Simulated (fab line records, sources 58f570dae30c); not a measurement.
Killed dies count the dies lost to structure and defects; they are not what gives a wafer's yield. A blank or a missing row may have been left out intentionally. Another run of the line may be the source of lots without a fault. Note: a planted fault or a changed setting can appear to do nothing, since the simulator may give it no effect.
fab line records + flow berkeley_cmos170 + part 2 of 2: steps 29 to 39 of 39
record:
- lots: 5
- wafers: 15
- last_day: 12
route steps=331 shown FIELD@91 SACOX@97 SCREENOX@100 NVT@104 PVT@115 GATE@125
lots with no fault: from the same line, run without faults
start_h: hours from the record's first day to the start of the lot's first wafer shown + wait_h: hours from the lot's prior step to this one + " the same as in the row above + L1.1+2: one row covering several wafers at once + - no value, or no start was given + * or withheld: withheld + < > ~ a bound
route shown NAME@n: names a module that has steps shown in the file, with the first one's number in the route + usual: average and standard deviation across the fault-free wafers + same: alike in all rows + chamber/n: place in a boat + sites: readings site by site + _std_site: standard deviation of those values + _edge_site: mean of outer sites minus mean of inner sites + radius_mm: how far each site lies from the wafer's centre + mask NAME#n: copy n + behind: tool/chamber where the wafer was last shaped + hold: cause of the lot's hold/its duration in hours/its outcome + device: which transistor (n, p or np) failed to switch + end of line: the tests these same wafers got at the end of their route + where a step has no rows: the recipe by itself + killed: at the first sort, the dies lost to defects and structure; wafer yield is something else + map: a wafer's dies, marking killed ones x, the rest . and places with no die _
set.NAME: setting as actually run; set.NAME@STEP: the setting as run at that earlier step + model.NAME: the simulator's own value behind a step, which no gauge read
a table for each step, a row for each wafer; lots at some steps of the route
services: from which hour (start_h, from the record's first day; less than 0 if before it) a tool's chamber was out of use, for how many hours, and why
== steps ==
step: UCB170_PVT_PEB_04
recipe:
- peb_temp_c: 130
- peb_time_s: withheld
- resist: KrF
usual:
- chill_plate_temp_C: 23.00/0.12
| lot.wafer | tool           | chamber | start_h | wait_h | chill_plate_temp_C |
|-----------|----------------|---------|---------|--------|--------------------|
| L077.1    | litho_track-01 | 0       | 119.35  | 0.4    | 23.08              |
| L077.3    | "              | 0       | "       | "      | 23.00              |
| L077.4    | "              | 0       | "       | "      | 23.27              |
| L075.1    | litho_track-02 | 0       | 119.54  | 0.3    | 23.21              |
| L075.2    | "              | 0       | "       | "      | 23.32              |
| L075.4    | "              | 0       | "       | "      | 23.27              |
| L078.2    | litho_track-03 | 0       | 131.29  | 0.1    | 23.06              |
| L078.3    | "              | 0       | "       | "      | 22.99              |
| L078.4    | "              | 0       | "       | "      | 23.13              |
| L094.2    | litho_track-02 | 0       | 224.67  | 0.3    | 23.06              |
| L094.5    | "              | 0       | "       | "      | 23.16              |
| L094.6    | "              | 0       | "       | "      | 23.16              |
| L096.3    | litho_track-01 | 0       | 229.78  | 0.1    | 22.91              |
| L096.5    | "              | 0       | "       | "      | 22.94              |
| L096.6    | "              | 0       | "       | "      | 22.99              |
step: UCB170_PVT_DEVELOP_05
recipe:
- developer: TMAH
- develop_time_s: 45
- resist: KrF
- dev_temp_c: 20.11
usual:
- chill_plate_temp_C: 23.00/0.12
| lot.wafer | tool           | chamber | start_h | wait_h | chill_plate_temp_C |
|-----------|----------------|---------|---------|--------|--------------------|
| L077.1    | litho_track-01 | 0       | -       | -      | 22.93              |
| L077.3    | "              | 0       | "       | "      | 22.97              |
| L077.4    | "              | 0       | "       | "      | 23.01              |
| L075.1    | litho_track-02 | 0       | -       | -      | 23.14              |
| L075.2    | "              | 0       | "       | "      | 22.96              |
| L075.4    | "              | 0       | "       | "      | 22.96              |
| L078.2    | litho_track-03 | 0       | -       | -      | 23.02              |
| L078.3    | "              | 0       | "       | "      | 22.89              |
| L078.4    | "              | 0       | "       | "      | 22.94              |
| L094.2    | litho_track-02 | 0       | -       | -      | 23.10              |
| L094.5    | "              | 0       | "       | "      | 22.97              |
| L094.6    | "              | 0       | "       | "      | 23.17              |
| L096.3    | litho_track-01 | 0       | -       | -      | 22.96              |
| L096.5    | "              | 0       | "       | "      | 22.78              |
| L096.6    | "              | 0       | "       | "      | 22.81              |
step: UCB170_PVT_OVL_MEAS_06
usual:
- PVT_OVL: -3/5.4
| lot.wafer | tool       | chamber | start_h | wait_h | PVT_OVL[nm] |
|-----------|------------|---------|---------|--------|-------------|
| L077.1    | overlay-02 | -       | 119.63  | -      | -6          |
| L077.3    | "          | -       | "       | "      | -1          |
| L077.4    | "          | -       | "       | "      | 3           |
| L075.1    | overlay-01 | -       | 119.82  | -      | -3          |
| L075.2    | "          | -       | "       | "      | -3          |
| L075.4    | "          | -       | "       | "      | -1          |
| L078.2    | overlay-01 | -       | 131.55  | -      | 5           |
| L078.3    | "          | -       | "       | "      | -13         |
| L078.4    | "          | -       | "       | "      | 0           |
| L094.2    | overlay-01 | -       | 224.93  | -      | -2          |
| L094.5    | "          | -       | "       | "      | -6          |
| L094.6    | "          | -       | "       | "      | -2          |
| L096.3    | overlay-01 | -       | 230.02  | -      | -10         |
| L096.5    | "          | -       | "       | "      | -9          |
| L096.6    | "          | -       | "       | "      | -8          |
step: UCB170_PVT_IMPLANT_07
recipe:
- species: P
- dose_cm2: 2e+12
- energy_kev: 30
- tilt_deg: 7
usual:
- tilt_deg: 6.997/0.02
same:
- implant_ion_amu: 31
| lot.wafer | tool         | chamber | start_h | wait_h | tilt_deg |
|-----------|--------------|---------|---------|--------|----------|
| L077.1    | implanter-03 | 0       | 119.66  | 0.0    | 6.989    |
| L077.3    | "            | 0       | "       | "      | 7.022    |
| L077.4    | "            | 0       | "       | "      | 7.001    |
| L075.1    | implanter-04 | 0       | 119.85  | 0.0    | 7.017    |
| L075.2    | "            | 0       | "       | "      | 6.976    |
| L075.4    | "            | 0       | "       | "      | 7.016    |
| L078.2    | implanter-04 | 0       | 131.61  | 0.0    | 6.980    |
| L078.3    | "            | 0       | "       | "      | 6.977    |
| L078.4    | "            | 0       | "       | "      | 6.976    |
| L094.2    | implanter-01 | 0       | 224.98  | 0.0    | 7.022    |
| L094.5    | "            | 0       | "       | "      | 7.015    |
| L094.6    | "            | 0       | "       | "      | 7.004    |
| L096.3    | implanter-01 | 0       | 230.09  | 0.1    | 7.023    |
| L096.5    | "            | 0       | "       | "      | 6.996    |
| L096.6    | "            | 0       | "       | "      | 6.977    |
step: UCB170_PVT_STRIP_08
recipe:
- chemistry: O2
- power_w: 400
- pressure_mtorr: 3500
- platen_temp_c: withheld
- o2_flow_sccm: 400
- overash_fraction: 0.5
usual:
- drypump_motor_current_A: 5.4/0.45
- oes_product_au: 0.734/0.0052
- strip_time_to_endpoint_s: 21.62/0.058
| lot.wafer | tool            | chamber | start_h | wait_h | drypump_motor_current_A | oes_product_au | rf_hours_counter_h | strip_time_to_endpoint_s |
|-----------|-----------------|---------|---------|--------|-------------------------|----------------|--------------------|--------------------------|
| L077.1    | plasma_asher-03 | 0       | 119.81  | 0.1    | 5.6                     | 0.738          | 0                  | 21.71                    |
| L077.3    | "               | 0       | "       | "      | 5.6                     | 0.740          | -                  | 21.71                    |
| L077.4    | "               | 1       | "       | "      | 5.8                     | 0.739          | -                  | 21.68                    |
| L075.1    | plasma_asher-02 | 0       | 120.00  | 0.1    | 5.4                     | 0.733          | 41                 | 21.58                    |
| L075.2    | "               | 1       | "       | "      | 4.8                     | 0.733          | 41                 | 21.58                    |
| L075.4    | "               | 1       | "       | "      | 4.8                     | 0.743          | -                  | 21.55                    |
| L078.2    | plasma_asher-03 | 1       | 131.73  | 0.1    | 5.7                     | 0.734          | 2                  | 21.56                    |
| L078.3    | "               | 1       | "       | "      | 5.7                     | 0.737          | -                  | 21.60                    |
| L078.4    | "               | 0       | "       | "      | 5.6                     | 0.740          | -                  | 21.55                    |
| L094.2    | plasma_asher-03 | 1       | 225.11  | 0.1    | 5.7                     | 0.737          | 12                 | 21.69                    |
| L094.5    | "               | 0       | "       | "      | 5.5                     | 0.741          | -                  | 21.64                    |
| L094.6    | "               | 1       | "       | "      | 5.8                     | 0.731          | -                  | 21.66                    |
| L096.3    | plasma_asher-02 | 0       | 230.22  | 0.1    | 5.4                     | 0.736          | -                  | 21.60                    |
| L096.5    | "               | 1       | "       | "      | 4.8                     | 0.736          | -                  | 21.60                    |
| L096.6    | "               | 0       | "       | "      | 5.4                     | 0.733          | -                  | 21.55                    |
step: UCB170_PVT_TW_MEAS_09
usual:
- PVT_TW: 508/3.2
| lot.wafer | tool          | chamber | start_h | wait_h | PVT_TW |
|-----------|---------------|---------|---------|--------|--------|
| L077.1    | film_metro-03 | -       | 119.91  | 0.1    | 505    |
| L077.3    | "             | -       | "       | "      | 502    |
| L077.4    | "             | -       | "       | "      | 504    |
| L075.1    | film_metro-03 | -       | 120.10  | 0.1    | 508    |
| L075.2    | "             | -       | "       | "      | 505    |
| L075.4    | "             | -       | "       | "      | 505    |
| L078.2    | film_metro-04 | -       | 131.84  | 0.1    | 509    |
| L078.3    | "             | -       | "       | "      | 509    |
| L078.4    | "             | -       | "       | "      | 508    |
| L094.2    | film_metro-03 | -       | 225.22  | 0.1    | 510    |
| L094.5    | "             | -       | "       | "      | 508    |
| L094.6    | "             | -       | "       | "      | 510    |
| L096.3    | film_metro-03 | -       | 230.31  | 0.1    | 513    |
| L096.5    | "             | -       | "       | "      | 508    |
| L096.6    | "             | -       | "       | "      | 510    |
step: UCB170_GATE_WET_ETCH_00
recipe:
- chemistry: dHF
- dilution: 25:1
- target: SiO2
- temp_c: 25
- time_s: 200
| lot.wafer  | tool         | chamber | start_h | wait_h |
|------------|--------------|---------|---------|--------|
| L077.1+3+4 | wet_bench-02 | 1       | 120.04  | 0.1    |
| L075.1+2+4 | wet_bench-02 | 0       | 120.16  | 0.1    |
| L078.2+3+4 | wet_bench-02 | 3       | 131.89  | 0.0    |
| L094.2+5+6 | wet_bench-03 | 3       | 225.54  | 0.3    |
| L096.3+5+6 | wet_bench-03 | 3       | 230.36  | 0.0    |
step: UCB170_FIELD_THK_MEAS_91
recipe:
- reads: SiO2_of_FIELD_OXIDATION_01
usual:
- FIELD_OXIDE_LEFT_2_THK: 358/11
| lot.wafer | tool          | chamber | start_h | wait_h | FIELD_OXIDE_LEFT_2_THK[nm] |
|-----------|---------------|---------|---------|--------|----------------------------|
| L077.1    | film_metro-04 | -       | 120.10  | 0.0    | 360                        |
| L077.3    | "             | -       | "       | "      | 368                        |
| L077.4    | "             | -       | "       | "      | 363                        |
| L075.1    | film_metro-04 | -       | 120.23  | 0.0    | 347                        |
| L075.2    | "             | -       | "       | "      | 365                        |
| L075.4    | "             | -       | "       | "      | 342                        |
| L078.2    | film_metro-01 | -       | 131.96  | 0.0    | 366                        |
| L078.3    | "             | -       | "       | "      | 361                        |
| L078.4    | "             | -       | "       | "      | 356                        |
| L094.2    | film_metro-01 | -       | 225.62  | 0.0    | 347                        |
| L094.5    | "             | -       | "       | "      | 345                        |
| L094.6    | "             | -       | "       | "      | 348                        |
| L096.3    | film_metro-01 | -       | 230.45  | 0.0    | 351                        |
| L096.5    | "             | -       | "       | "      | 353                        |
| L096.6    | "             | -       | "       | "      | 350                        |
step: UCB170_GATE_OXIDATION_01
recipe:
- temp_c: 850
- ambient: O2
- target_thk_a: 66
- ox_time_s: 1800
usual:
- tube_center_temp_C_max: 852.2/0.37
same:
- ox_time_s: 1800
| lot.wafer | tool       | chamber | start_h | wait_h | tube_center_temp_C_max |
|-----------|------------|---------|---------|--------|------------------------|
| L075.1    | furnace-04 | 0       | 124.88  | 4.6    | 852.3                  |
| L075.2    | "          | 0       | "       | "      | 852.6                  |
| L075.4    | "          | 0       | "       | "      | 851.8                  |
| L077.1    | furnace-04 | 0       | 124.88  | 4.8    | 852.5                  |
| L077.3    | "          | 0       | "       | "      | 852.0                  |
| L077.4    | "          | 0       | "       | "      | 852.2                  |
| L078.2    | furnace-04 | 0       | 134.56  | 2.6    | 851.5                  |
| L078.3    | "          | 0       | "       | "      | 851.7                  |
| L078.4    | "          | 0       | "       | "      | 851.8                  |
| L094.2    | furnace-01 | 0       | 226.62  | 1.0    | 851.8                  |
| L094.5    | "          | 0       | "       | "      | 852.3                  |
| L094.6    | "          | 0       | "       | "      | 852.3                  |
| L096.3    | furnace-02 | 0       | 234.23  | 3.8    | 852.1                  |
| L096.5    | "          | 0       | "       | "      | 852.3                  |
| L096.6    | "          | 0       | "       | "      | 852.0                  |
step: UCB170_GATE_THK_MEAS_02
recipe:
- reads: SiO2_of_GATE_OXIDATION_01
usual:
- GATE_OXIDE_THK: 6.61/0.11
| lot.wafer | tool          | chamber | start_h | wait_h | GATE_OXIDE_THK[nm] |
|-----------|---------------|---------|---------|--------|--------------------|
| L075.1    | film_metro-04 | -       | 126.38  | 0.0    | 6.76               |
| L075.2    | "             | -       | "       | "      | 6.63               |
| L075.4    | "             | -       | "       | "      | 6.83               |
| L077.1    | film_metro-03 | -       | 126.38  | 0.0    | 6.61               |
| L077.3    | "             | -       | "       | "      | 6.60               |
| L077.4    | "             | -       | "       | "      | 6.54               |
| L078.2    | film_metro-02 | -       | 136.07  | 0.0    | 6.73               |
| L078.3    | "             | -       | "       | "      | 6.63               |
| L078.4    | "             | -       | "       | "      | 6.62               |
| L094.2    | film_metro-04 | -       | 228.13  | 0.0    | 6.44               |
| L094.5    | "             | -       | "       | "      | 6.50               |
| L094.6    | "             | -       | "       | "      | 6.48               |
| L096.3    | film_metro-02 | -       | 235.75  | 0.0    | 6.59               |
| L096.5    | "             | -       | "       | "      | 6.55               |
| L096.6    | "             | -       | "       | "      | 6.53               |
step: UCB170_GATE_ANNEAL_03
recipe:
- temp_c: 900
- time_s: 1800
- ambient: N2
usual:
- tube_center_temp_C_max: 902.2/0.37
| lot.wafer | tool       | chamber | start_h | wait_h | tube_center_temp_C_max |
|-----------|------------|---------|---------|--------|------------------------|
| L075.1    | furnace-01 | 0       | 128.30  | 1.9    | 901.8                  |
| L075.2    | "          | 0       | "       | "      | 902.0                  |
| L075.4    | "          | 0       | "       | "      | 902.0                  |
| L077.1    | furnace-01 | 0       | 128.30  | 1.9    | 902.0                  |
| L077.3    | "          | 0       | "       | "      | 902.2                  |
| L077.4    | "          | 0       | "       | "      | 902.3                  |
| L078.2    | furnace-04 | 0       | 141.59  | 5.5    | 902.5                  |
| L078.3    | "          | 0       | "       | "      | 902.0                  |
| L078.4    | "          | 0       | "       | "      | 902.1                  |
| L094.2    | furnace-02 | 0       | 228.63  | 0.5    | 902.3                  |
| L094.5    | "          | 0       | "       | "      | 901.8                  |
| L094.6    | "          | 0       | "       | "      | 902.1                  |
| L096.3    | furnace-02 | 0       | 238.33  | 2.6    | 902.1                  |
| L096.5    | "          | 0       | "       | "      | 902.1                  |
| L096.6    | "          | 0       | "       | "      | 901.9                  |
== services ==
| tool            | chamber | start_h | hours | kind   |
|-----------------|---------|---------|-------|--------|
| furnace-02      | -       | 91.03   | 4.1   | pm     |
| plasma_asher-03 | -       | 96.03   | 1.5   | repair |
| krf_scanner-01  | -       | 96.47   | 1.8   | repair |
| krf_scanner-02  | -       | 96.47   | 0.7   | repair |
| krf_scanner-01  | -       | 116.09  | 0.5   | repair |
| krf_scanner-02  | -       | 118.58  | 1.0   | pm     |
| krf_scanner-02  | -       | 131.87  | 1.1   | repair |
| furnace-02      | -       | 135.79  | 3.1   | pm     |
| krf_scanner-01  | -       | 145.00  | 1.0   | pm     |
| implanter-03    | -       | 146.94  | 1.7   | repair |
| implanter-03    | -       | 150.65  | 2.5   | repair |
| krf_scanner-01  | -       | 155.07  | 1.3   | pm     |
| furnace-01      | -       | 180.92  | 7.8   | pm     |
| furnace-03      | -       | 185.15  | 3.3   | pm     |
| krf_scanner-02  | -       | 189.43  | 0.8   | pm     |
| krf_scanner-02  | -       | 200.22  | 3.8   | repair |
| furnace-01      | -       | 203.19  | 5.3   | pm     |
| krf_scanner-02  | -       | 203.98  | 1.3   | pm     |
| krf_scanner-01  | -       | 205.28  | 4.0   | pm     |
| furnace-03      | -       | 207.66  | 3.4   | pm     |
| furnace-03      | -       | 208.43  | 1.5   | repair |
| plasma_asher-01 | -       | 223.40  | 2.8   | pm     |
| krf_scanner-01  | -       | 231.39  | 3.6   | pm     |
| krf_scanner-01  | -       | 234.94  | 0.8   | pm     |
